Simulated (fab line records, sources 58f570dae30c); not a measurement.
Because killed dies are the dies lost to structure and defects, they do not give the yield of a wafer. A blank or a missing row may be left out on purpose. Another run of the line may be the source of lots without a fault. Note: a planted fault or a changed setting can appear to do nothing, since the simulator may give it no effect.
Matching of chambers :: flow berkeley-cmos170 :: UCB170_V2_CVD_00 on pecvd-01 has 3 sister chambers
The step deposits SiO2 from TEOS/O2, target thk 2000 nm, time 250 s. 16 wafers are shown with their chamber, then 8 later ones without.

EACH WAFER AND ITS CHAMBER
wafer: L567.2
chamber: 2
heater-power-w (W): 217

wafer: L567.4
chamber: 1
heater-power-w (W): 230

wafer: L567.6
chamber: 2
heater-power-w (W): 170

wafer: L570.3
chamber: 1
heater-power-w (W): 263

wafer: L570.4
chamber: 1
heater-power-w (W): 322

wafer: L570.5
chamber: 2
heater-power-w (W): 164

wafer: L574.1
chamber: 0
heater-power-w (W): 239

wafer: L574.4
chamber: 2
heater-power-w (W): 170

wafer: L574.5
chamber: 1
heater-power-w (W): 223

wafer: L578.2
chamber: 2
heater-power-w (W): 195

wafer: L578.4
chamber: 1
heater-power-w (W): 321

wafer: L578.6
chamber: 0
heater-power-w (W): 313

wafer: L579.2
chamber: 0
heater-power-w (W): 277

wafer: L579.3
chamber: 1
heater-power-w (W): 307

wafer: L579.4
chamber: 1
heater-power-w (W): 225

wafer: L576.2
chamber: 0
heater-power-w (W): 309

SIGNATURES, as means of the wafers listed above
reading: heater-power-w
chamber 0: 284.50
chamber 1: 270.14
chamber 2: 183.20
scatter within a chamber: 37.3
Rule: for each reading, subtract the chamber's mean from the wafer's reading, divide by that reading's scatter and square the result; add these up over the readings and take the root, which gives the wafer's distance from the chamber. If the next closest chamber is less than 2 further off than the closest, the wafer can't be placed; otherwise it belongs to the closest. The scatter is the square root of a quotient: the sum, over the shown wafers, of each reading's squared deviation from its chamber's mean, divided by wafers minus chambers.

WAFERS WHOSE CHAMBER IS MISSING
wafer: L576.3
heater-power-w (W): 249

wafer: L576.5
heater-power-w (W): 224

wafer: L581.2
heater-power-w (W): 243

wafer: L581.5
heater-power-w (W): 171

wafer: L581.6
heater-power-w (W): 237

wafer: L580.2
heater-power-w (W): 306

wafer: L580.5
heater-power-w (W): 236

wafer: L580.6
heater-power-w (W): 240

WHICH CHAMBER EACH ONE RAN IN
wafer: L576.3
from the rows above: can't be placed: 1 or 0 or 2
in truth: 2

wafer: L576.5
from the rows above: can't be placed: 2 or 1 or 0
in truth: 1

wafer: L581.2
from the rows above: can't be placed: 1 or 0 or 2
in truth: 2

wafer: L581.5
from the rows above: 2
in truth: 2

wafer: L581.6
from the rows above: can't be placed: 1 or 0 or 2
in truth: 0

wafer: L580.2
from the rows above: can't be placed: 0 or 1
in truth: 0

wafer: L580.5
from the rows above: can't be placed: 1 or 0 or 2
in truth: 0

wafer: L580.6
from the rows above: can't be placed: 1 or 0 or 2
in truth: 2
Correct placement for 1 of the 8. Unplaceable from these rows: 7, with the true chamber sitting among the candidates in 7. Wrongly placed: 0.
